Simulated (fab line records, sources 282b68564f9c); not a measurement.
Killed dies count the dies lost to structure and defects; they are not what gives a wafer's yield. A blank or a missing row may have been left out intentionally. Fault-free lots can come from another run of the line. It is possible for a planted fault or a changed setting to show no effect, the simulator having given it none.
Which tool was responsible? :: flow rit_cmos :: 42 wafers from 14 lots sampled at 4 of the route's 202 steps

## WHAT EACH GAUGE READ, for each wafer
RIT_M1_RS_MEAS_01: measures by four-point-probe. Usual: M1_AL_RS typically reads 0.0732 ohm/sq, with standard deviation 0.00078.
lot: L305
measured: day 3 05:07
on: film_metro-02
M1_AL_RS (ohm/sq): 0.0745 0.0747 0.0746
flag: 

lot: L306
measured: day 3 11:05
on: film_metro-04
M1_AL_RS (ohm/sq): 0.0722 0.0725 0.0727
flag: 

lot: L307
measured: day 3 16:31
on: film_metro-04
M1_AL_RS (ohm/sq): 0.0731 0.0731 0.0731
flag: 

lot: L308
measured: day 3 21:26
on: film_metro-01
M1_AL_RS (ohm/sq): 0.0736 0.0738 0.0732
flag: 

lot: L309
measured: day 4 01:51
on: film_metro-02
M1_AL_RS (ohm/sq): 0.0741 0.0737 0.0738
flag: 

lot: L314
measured: day 5 07:28
on: film_metro-04
M1_AL_RS (ohm/sq): 0.0734 0.0729 0.0728
flag: 

lot: L316
measured: day 5 13:59
on: film_metro-04
M1_AL_RS (ohm/sq): 0.0713 0.0722 0.0728
flag: 

lot: L317
measured: day 5 20:46
on: film_metro-04
M1_AL_RS (ohm/sq): 0.0733 0.0475 0.0740
flag: OFF

lot: L318
measured: day 6 06:14
on: film_metro-04
M1_AL_RS (ohm/sq): 0.0474 0.0723 0.0726
flag: OFF

lot: L319
measured: day 6 05:28
on: film_metro-02
M1_AL_RS (ohm/sq): 0.0743 0.0742 0.0749
flag: 

lot: L320
measured: day 6 09:05
on: film_metro-02
M1_AL_RS (ohm/sq): 0.0722 0.0726 0.0723
flag: 

lot: L322
measured: day 6 18:01
on: film_metro-04
M1_AL_RS (ohm/sq): 0.0730 0.0732 0.0726
flag: 

lot: L326
measured: day 7 15:53
on: film_metro-04
M1_AL_RS (ohm/sq): 0.0733 0.0726 0.0734
flag: 

lot: L327
measured: day 7 19:13
on: film_metro-01
M1_AL_RS (ohm/sq): 0.0738 0.0734 0.0741
flag: 

RIT_M1_THK_MEAS_02: measures by xrf. Usual: M1_AL_THK typically reads 402 nm, with standard deviation 5.
lot: L305
measured: day 3 05:13
on: film_metro-02
M1_AL_THK (nm): 392 394 394
flag: 

lot: L306
measured: day 3 11:13
on: film_metro-04
M1_AL_THK (nm): 407 406 404
flag: 

lot: L307
measured: day 3 16:38
on: film_metro-04
M1_AL_THK (nm): 401 400 401
flag: 

lot: L308
measured: day 3 21:33
on: film_metro-01
M1_AL_THK (nm): 403 400 401
flag: 

lot: L309
measured: day 4 01:58
on: film_metro-02
M1_AL_THK (nm): 393 395 395
flag: 

lot: L314
measured: day 5 07:35
on: film_metro-04
M1_AL_THK (nm): 400 406 405
flag: 

lot: L316
measured: day 5 14:06
on: film_metro-04
M1_AL_THK (nm): 416 408 406
flag: 

lot: L317
measured: day 5 20:53
on: film_metro-04
M1_AL_THK (nm): 405 617 400
flag: OFF

lot: L318
measured: day 6 06:20
on: film_metro-04
M1_AL_THK (nm): 620 409 406
flag: OFF

lot: L319
measured: day 6 05:34
on: film_metro-02
M1_AL_THK (nm): 395 395 394
flag: 

lot: L320
measured: day 6 09:13
on: film_metro-02
M1_AL_THK (nm): 407 406 406
flag: 

lot: L322
measured: day 6 18:08
on: film_metro-04
M1_AL_THK (nm): 405 405 410
flag: 

lot: L326
measured: day 7 16:01
on: film_metro-04
M1_AL_THK (nm): 402 405 402
flag: 

lot: L327
measured: day 7 19:20
on: film_metro-01
M1_AL_THK (nm): 399 402 397
flag: 

## WHAT TOOL EACH LOT RAN ON (gives the tool, then ch and the chambers of the sampled wafers, and finally the start)
lot: L305
RIT_ACTIVE_STRIP_14: plasma_asher-04 ch 0,1, day 1 15:12
RIT_M1_SPUTTER_00: pvd_sputter-03, day 3 04:47

lot: L306
RIT_ACTIVE_STRIP_14: plasma_asher-02 ch 0,1, day 1 19:50
RIT_M1_SPUTTER_00: pvd_sputter-01, day 3 10:47

lot: L307
RIT_ACTIVE_STRIP_14: plasma_asher-01 ch 0,1, day 2 02:47
RIT_M1_SPUTTER_00: pvd_sputter-03, day 3 16:14

lot: L308
RIT_ACTIVE_STRIP_14: plasma_asher-04 ch 0,1, day 2 06:41
RIT_M1_SPUTTER_00: pvd_sputter-01, day 3 21:08

lot: L309
RIT_ACTIVE_STRIP_14: plasma_asher-02 ch 0,1, day 2 11:00
RIT_M1_SPUTTER_00: pvd_sputter-03, day 4 01:32

lot: L314
RIT_ACTIVE_STRIP_14: plasma_asher-04 ch 0,1, day 3 11:50
RIT_M1_SPUTTER_00: pvd_sputter-01, day 5 07:10

lot: L316
RIT_ACTIVE_STRIP_14: plasma_asher-02 ch 0,1, day 3 21:50
RIT_M1_SPUTTER_00: pvd_sputter-04, day 5 13:41

lot: L317
RIT_ACTIVE_STRIP_14: plasma_asher-01 ch 0,1, day 4 02:58
RIT_M1_SPUTTER_00: pvd_sputter-01, day 5 20:28

lot: L318
RIT_ACTIVE_STRIP_14: plasma_asher-02 ch 0,1, day 4 07:58
RIT_M1_SPUTTER_00: pvd_sputter-01, day 6 05:55

lot: L319
RIT_ACTIVE_STRIP_14: plasma_asher-02 ch 0,1, day 4 13:11
RIT_M1_SPUTTER_00: pvd_sputter-03, day 6 05:07

lot: L320
RIT_ACTIVE_STRIP_14: plasma_asher-01 ch 0,1, day 4 17:58
RIT_M1_SPUTTER_00: pvd_sputter-04, day 6 08:47

lot: L322
RIT_ACTIVE_STRIP_14: plasma_asher-02 ch 1, day 5 03:50
RIT_M1_SPUTTER_00: pvd_sputter-04, day 6 17:43

lot: L326
RIT_ACTIVE_STRIP_14: plasma_asher-02 ch 0,1, day 6 00:27
RIT_M1_SPUTTER_00: pvd_sputter-04, day 7 15:36

lot: L327
RIT_ACTIVE_STRIP_14: plasma_asher-02 ch 0,1, day 6 04:56
RIT_M1_SPUTTER_00: pvd_sputter-03, day 7 18:55
- RIT_ACTIVE_STRIP_14: strips in O2, time 180 s.
- RIT_M1_SPUTTER_00: material Al, target thk 400 nm, time 500 s.

## WHAT THE TOOLS THEMSELVES READ (means of the sampled wafers that have a number; where no wafer has one, the mark that the record gives instead)
RIT_ACTIVE_STRIP_14. Usual: 5.4 A for drypump_motor_current_A, sd 0.4.
lot: L305
tool: plasma_asher-04
drypump_motor_current_A (A): 5.6
flag: 

lot: L306
tool: plasma_asher-02
drypump_motor_current_A (A): 5.4
flag: 

lot: L307
tool: plasma_asher-01
drypump_motor_current_A (A): 5.4
flag: 

lot: L308
tool: plasma_asher-04
drypump_motor_current_A (A): 5.7
flag: 

lot: L309
tool: plasma_asher-02
drypump_motor_current_A (A): 5.0
flag: 

lot: L314
tool: plasma_asher-04
drypump_motor_current_A (A): 5.7
flag: 

lot: L316
tool: plasma_asher-02
drypump_motor_current_A (A): 5.4
flag: 

lot: L317
tool: plasma_asher-01
drypump_motor_current_A (A): 5.4
flag: 

lot: L318
tool: plasma_asher-02
drypump_motor_current_A (A): 5.0
flag: 

lot: L319
tool: plasma_asher-02
drypump_motor_current_A (A): 5.0
flag: 

lot: L320
tool: plasma_asher-01
drypump_motor_current_A (A): 5.4
flag: 

lot: L322
tool: plasma_asher-02
drypump_motor_current_A (A): 4.7
flag: 

lot: L326
tool: plasma_asher-02
drypump_motor_current_A (A): 5.1
flag: 

lot: L327
tool: plasma_asher-02
drypump_motor_current_A (A): 5.4
flag: 

RIT_M1_SPUTTER_00. Usual: 29.9 % for throttle_valve_pct, sd 0.93.
lot: L305
tool: pvd_sputter-03
throttle_valve_pct (%): 29.2
flag: 

lot: L306
tool: pvd_sputter-01
throttle_valve_pct (%): 30.5
flag: 

lot: L307
tool: pvd_sputter-03
throttle_valve_pct (%): 30.0
flag: 

lot: L308
tool: pvd_sputter-01
throttle_valve_pct (%): 30.4
flag: 

lot: L309
tool: pvd_sputter-03
throttle_valve_pct (%): 29.1
flag: 

lot: L314
tool: pvd_sputter-01
throttle_valve_pct (%): 29.9
flag: 

lot: L316
tool: pvd_sputter-04
throttle_valve_pct (%): 30.1
flag: 

lot: L317
tool: pvd_sputter-01
throttle_valve_pct (%): 29.9
flag: 

lot: L318
tool: pvd_sputter-01
throttle_valve_pct (%): 30.6
flag: 

lot: L319
tool: pvd_sputter-03
throttle_valve_pct (%): 29.2
flag: 

lot: L320
tool: pvd_sputter-04
throttle_valve_pct (%): 30.0
flag: 

lot: L322
tool: pvd_sputter-04
throttle_valve_pct (%): 30.0
flag: 

lot: L326
tool: pvd_sputter-04
throttle_valve_pct (%): 30.3
flag: 

lot: L327
tool: pvd_sputter-03
throttle_valve_pct (%): 29.5
flag: 

## THE ANSWER, worked out from the rows above alone
Rule: lot off if the mean of its wafers having a number is beyond 3 standard deviations from the usual mean. A lot without any number at a reading at which 4 lots or more have one is off too. Any other lot the step has rows for is counted as sound. First the gauges in route order, then the tools' own readings, where a lot's mean is used as printed above. The first step at which some lot is off is used, and at that step the reading that is off furthest; a lot without a number counts as furthest.
Off: at RIT_M1_RS_MEAS_01 (M1_AL_RS), L317, L318.
A tool fits if, at a process step before that reading, it ran every lot that is off, and no sound lot after the first of them. Gauges at RIT_M1_RS_MEAS_01: tried the same way as those tools. One fits: pvd_sputter-01 at RIT_M1_SPUTTER_00. A fault onset in the window from L314 (day 5 07:10, its last sound lot) to L317 (day 5 20:28, its first lot off) fits.

## WHAT THE SIMULATOR PUT IN
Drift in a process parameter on pvd_sputter-01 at RIT_M1_SPUTTER_00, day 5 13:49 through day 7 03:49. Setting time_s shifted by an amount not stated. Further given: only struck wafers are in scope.
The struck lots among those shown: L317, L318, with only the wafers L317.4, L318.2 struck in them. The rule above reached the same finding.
